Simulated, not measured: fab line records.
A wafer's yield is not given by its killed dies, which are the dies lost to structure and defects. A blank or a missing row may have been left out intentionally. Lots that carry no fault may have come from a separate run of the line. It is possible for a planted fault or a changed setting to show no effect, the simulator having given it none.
A struck lot beside a sound one	flow rit cmos	16 steps out of a route of 202
Sound: these wafers, L986.3, L986.5, L986.6. Struck: wafers L982.1, L982.4, L982.6. The cause comes at the end.
Order at every step that has rows: each side's tool, ch and its chambers, its first start. Under that, the readings that differ: sound wafers	struck wafers	difference of the means	sigmas: that difference in standard deviations of wafers without a fault.
alike: a reading whose means differ by less than 2 such deviations, as well as words and numbers matching on both sides. not compared: withheld readings; readings where some wafer has no value; bounds like >300 that might hide an equal value; numbers whose values overlap and for which the record gives no deviation.
Wherever a step has rows on one side only, a row that says differs or no value, or a row with sigmas, the two part there. Numbers that have no deviation but don't overlap get no sigmas and don't part them. A reading missing from all wafers of one side parts the sides only when that side holds two or more wafers.

first, 1 step without rows for these wafers: RIT_PSD_IMPLANT_08.
RIT_PSD_STRIP_09: strips in O2, time 180 s.
  sound on plasma asher-01 ch 0,1, day 6 23:08; struck on plasma asher-01 ch 0,1, day 5 22:25
  alike: drypump motor current A, rf refl power W
  not compared: rf hours counter h
RIT_PSD_TW_MEAS_10:
  struck on film metro-02, day 5 22:35; sound on film metro-04, day 6 23:17
  alike: PSD_TW
then, 3 steps without rows for these wafers: RIT_SDANNEAL_CLEAN_00 (cleans in SC1, time 600 s); RIT_SDANNEAL_CLEAN_01 (cleans in dHF, time 30 s); RIT_SDANNEAL_CLEAN_02 (cleans in SC2, time 600 s).
RIT_SDANNEAL_RTA_03: time 5 s.
  sound on rtp anneal-02 ch 0, day 6 23:43; struck on rtp anneal-02 ch 0, day 5 23:01
  alike: ramp down c per s, wafer_temp_C_max
RIT_SDANNEAL_RS_MEAS_04: measurement is done with a four-point probe.
  struck on film metro-01, day 5 23:04; sound on film metro-04, day 6 23:47
  alike: PSD_RS
RIT_SDANNEAL_RS_MEAS_05: measurement is done with a four-point probe.
  struck on film metro-01, day 5 23:11; sound on film metro-04, day 6 23:55
  alike: NSD_RS
RIT_SDANNEAL_RS_MEAS_06: measurement is done with a four-point probe.
  struck on film metro-01, day 5 23:19; sound on film metro-04, day 7 00:02
  alike: PLDD_RS
RIT_SDANNEAL_RS_MEAS_07: measurement is done with a four-point probe.
  struck on film metro-01, day 5 23:26; sound on film metro-04, day 7 00:09
  alike: NLDD_RS
then, 1 step without rows for these wafers: RIT_SILICIDE_WET_ETCH_00 (etches SiO2 in BOE, target depth 14 nm, time 15 s).
RIT_SILICIDE_SPUTTER_01: material Ti, target thk 30 nm, time 240 s.
  struck on pvd sputter-01, day 5 23:34; sound on pvd sputter-01, day 7 00:14
  no value came back on the struck wafers for cathode dc power W (W), chamber pressure pa (Pa), throttle valve pct (%); on the sound wafers cathode dc power W (W) reads 350.01 350.03 349.95
RIT_SILICIDE_RS_MEAS_02: measurement is done with a four-point probe.
  struck on film metro-03, day 5 23:43; sound on film metro-03, day 7 00:26
reading	sound	struck	difference	sigmas
SILICIDE_TI_RS (ohm/sq)	48.9 49.2 48.7	- - -	no value on the struck wafers	
RIT_SILICIDE_THK_MEAS_03: measures by xrf.
  struck on film metro-03, day 5 23:50; sound on film metro-03, day 7 00:32
reading	sound	struck	difference	sigmas
SILICIDE_TI_THK (nm)	29.3 29.2 29.4	<0.0 <0.0 <0.0	differs	
RIT_SILICIDE_RTA_04: time 10 s, ramp up 5 s, ramp down 5 s.
  sound on rtp anneal-01 ch 0, day 7 00:35; struck on rtp anneal-01 ch 0, day 5 23:54
  alike: wafer_temp_C_max

## WHERE THEY PART
Last at RIT_SILICIDE_THK_MEAS_03 as far as this record goes, first at RIT_SILICIDE_SPUTTER_01. Later steps at which nothing parts them and some readings are alike: RIT_SILICIDE_RTA_04.

WHY: what the simulator had put in
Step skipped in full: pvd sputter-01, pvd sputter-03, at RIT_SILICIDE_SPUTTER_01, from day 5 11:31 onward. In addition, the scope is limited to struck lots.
